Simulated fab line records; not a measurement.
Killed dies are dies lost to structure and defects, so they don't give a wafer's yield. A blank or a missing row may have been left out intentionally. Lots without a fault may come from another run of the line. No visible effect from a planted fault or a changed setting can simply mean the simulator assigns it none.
A struck lot beside a sound one    flow berkeleyCmos170    14 out of 331 route steps
Sound: the wafers L236.1, L236.3, L236.5. Wafers struck: L233.1, L233.2, L233.5. The cause comes at the end.
For every step that has rows: the tool of each side, followed by ch and its chambers, followed by its first start. Under that, the readings that differ: sound wafers    struck wafers    difference of the means    sigmas: that difference in standard deviations of wafers without a fault.
alike: a reading whose means differ by less than 2 such deviations, as well as words and numbers matching on both sides. not compared: withheld readings; readings where some wafer has no value; bounds like >300 that might hide an equal value; numbers whose values overlap and for which the record gives no deviation.
A row with sigmas, a row that says differs or no value, or rows on one side alone: a step with any of these is where the two part. When numbers do not overlap yet have no deviation, they are printed without sigmas and do not part them. A reading missing from all wafers of one side parts the sides only when that side holds two or more wafers.

first, 3 steps without rows for these wafers: UCB170_PWELL_CLEAN_00 (cleans in SPM, time 600 s); UCB170_PWELL_CLEAN_01 (cleans in dHF, time 60 s); UCB170_PWELL_OXIDATION_02 (target thk 26.4 nm, ox time 1281 s).
UCB170_PWELL_THK_MEAS_03:
  sound on filmMetro-04 at day 7 08:37; struck on filmMetro-03 at day 7 02:19
  alike: PWELL_OXIDE_THK
then, 2 steps without rows for these wafers: UCB170_PWELL_ANNEAL_04 (time 900 s); UCB170_PWELL_CVD_05 (deposits Si3N4 from SiH2Cl2/NH3, target thk 220 nm, time 3300 s).
UCB170_PWELL_THK_MEAS_06:
  sound on filmMetro-03 at day 7 18:25; struck on filmMetro-03 at day 7 09:53
  alike: PWELL_NITRIDE_THK
then, 5 steps without rows for these wafers: UCB170_PWELL_HMDS_07 (prime time 60 s); UCB170_PWELL_COAT_08 (resist thk 900 nm); UCB170_PWELL_SOFTBAKE_09 (time 60 s); UCB170_PWELL_EXPOSE_10 (exposes mask PWELL, target cd 3000 nm); UCB170_PWELL_PEB_11.
UCB170_PWELL_DEVELOP_12: develop time 45 s.
  sound on lithoTrack-02 ch 0, day 7 19:00; struck on lithoTrack-03, day 7 11:00
  no value came back on the struck wafers for chillPlateTempC (C), developTimeS (s); on the sound wafers chillPlateTempC (C) reads 23.21 23.17 22.95
reading                                sound            struck             difference  sigmas
model.KrF_of_PWELL_COAT_08.thkNm (nm)  886 888.2 885.5  899.9 900.5 900.5  +13.7       
UCB170_PWELL_OVL_MEAS_13:
  sound on overlay-02 at day 7 19:44; struck on overlay-02 at day 7 11:49
reading         sound      struck  difference                     sigmas
PWELL_OVL (nm)  -9 -9 -11  - - -   no value on the struck wafers  

WHERE THEY PART
Last at UCB170_PWELL_OVL_MEAS_13 as far as this record goes, first at UCB170_PWELL_DEVELOP_12.

WHY: whatever the simulator had introduced
Entire step skipped (lithoTrack-03, UCB170_PWELL_DEVELOP_12), from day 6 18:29 onward. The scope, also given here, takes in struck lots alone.
